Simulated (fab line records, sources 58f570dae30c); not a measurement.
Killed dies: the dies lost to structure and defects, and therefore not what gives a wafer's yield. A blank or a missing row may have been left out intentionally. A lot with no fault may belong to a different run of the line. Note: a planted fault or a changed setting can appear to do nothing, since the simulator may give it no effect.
One fault through the eyes of 2 desks	flow berkeleyCmos170	every desk sees just its own numbers, and what lay behind them comes last

## DESK OF THE TOOL OWNER: implanter-01
UCB170_PLDD_IMPLANT_09, tool's own readings: per-lot mean of the sampled wafers with a number, covering each lot this tool ran. If a lot's mean is further than 4 standard deviations from the usual mean, the lot is out of limits and carries the mark OUT (the distance appears in the brackets).
Columns: A = beamOnS at UCB170_PLDD_IMPLANT_09, usual 10.13 s; B = doseIonsCm2 at UCB170_PLDD_IMPLANT_09, usual 4.999e+13; C = endStationPressureTorr at UCB170_PLDD_IMPLANT_09, usual 5.1e-06 Torr
lot	first seen here	A	B	C
L833	day 6 12:04	10.58	5.004e+13	4.9e-06
L836	day 7 01:17	10.39	4.998e+13	4.9e-06
L842	day 8 00:41	10.21	4.993e+13	5.3e-06
L841	day 8 01:10	11.21	5.395e+13 (+75) OUT	5.0e-06
L847	day 9 03:01	11.44 (+4.7) OUT	5.406e+13 (+77) OUT	5.2e-06
Finding of this desk: L841, L847 out of limits; the first was L841 at day 8 01:10, on doseIonsCm2 at UCB170_PLDD_IMPLANT_09. L833, L836, L842 stayed within limits.

## METROLOGY DESK
Lot by lot, what the gauges showed, no matter which tool ran the lot: averages of those sampled wafers that carry a number. If a lot's mean is further than 4 standard deviations from the usual mean, the lot is out of limits and carries the mark OUT (the distance appears in the brackets).
Columns: A = START_OXIDE_THK at UCB170_START_THK_MEAS_03, usual 20.0 nm; B = PWELL_OVL at UCB170_PWELL_OVL_MEAS_13, usual -1 nm; C = PLDD_TW at UCB170_PLDD_TW_MEAS_11, usual 1009; D = PLDD_RS at UCB170_SDANNEAL_RS_MEAS_04, usual 1032.0 ohm/sq; E = SILICIDE_TI_RS at UCB170_SILICIDE_RS_MEAS_02, usual 26.1 ohm/sq
lot	first seen here	A	B	C	D	E
L833	day 1 12:56	20.4	-10	1002	1033.5	26.1
L834	day 1 19:45	20.5	-3	1013	1031.4	26.6
L835	day 2 03:11	20.3	-3	1005	1032.6	25.9
L836	day 2 07:09	20.4	-5	1010	1032.1	25.3
L837	day 2 11:16	19.9	2	1013	1030.3	25.8
L838	day 2 17:16	19.5	-3	1009	1032.0	26.0
L839	day 2 19:46	20.0	7	1010	1035.6	26.3
L841	day 3 07:07	20.0	-10	1026	1000.9 (-12) OUT	25.8
L842	day 3 10:08	19.7	1	1003	1029.3	25.9
L847	day 4 12:41	20.3	-6	1027	999.2 (-13) OUT	26.0
L849	day 5 00:28	20.0	3	1016	1033.8	26.7
L853	day 5 18:16	20.3	-7	1001	1033.1	26.0
L855	day 6 05:04	19.7	7	1012	1029.8	26.0
L856	day 6 10:35	20.7	4	1014	1034.3	25.7
This desk reports L841, L847 out of limits; the earliest was L841 at day 8 14:11 (PLDD_RS at UCB170_SDANNEAL_RS_MEAS_04). L833, L834, L835, L836, L837, L838, L839, L842, L849, L853, L855, L856 stayed within limits.

## TAKEN TOGETHER
The tool owner's desk had the chance to raise an alarm at day 8 01:10 on L841, L847.
L841, L847 would have let the metrology desk raise an alarm at day 8 14:11.
All the named lots went through UCB170_PLDD_IMPLANT_09 on implanter-01.

## WHAT WAS PUT IN BY THE SIMULATOR
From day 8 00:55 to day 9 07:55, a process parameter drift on implanter-01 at UCB170_PLDD_IMPLANT_09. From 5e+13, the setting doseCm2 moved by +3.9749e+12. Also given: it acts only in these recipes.
Lots struck among those shown: L841, L847.
Counting hours from when the fault started, the first reading out of limits came at 0 for the tool owner's desk and at 13 for the metrology desk.
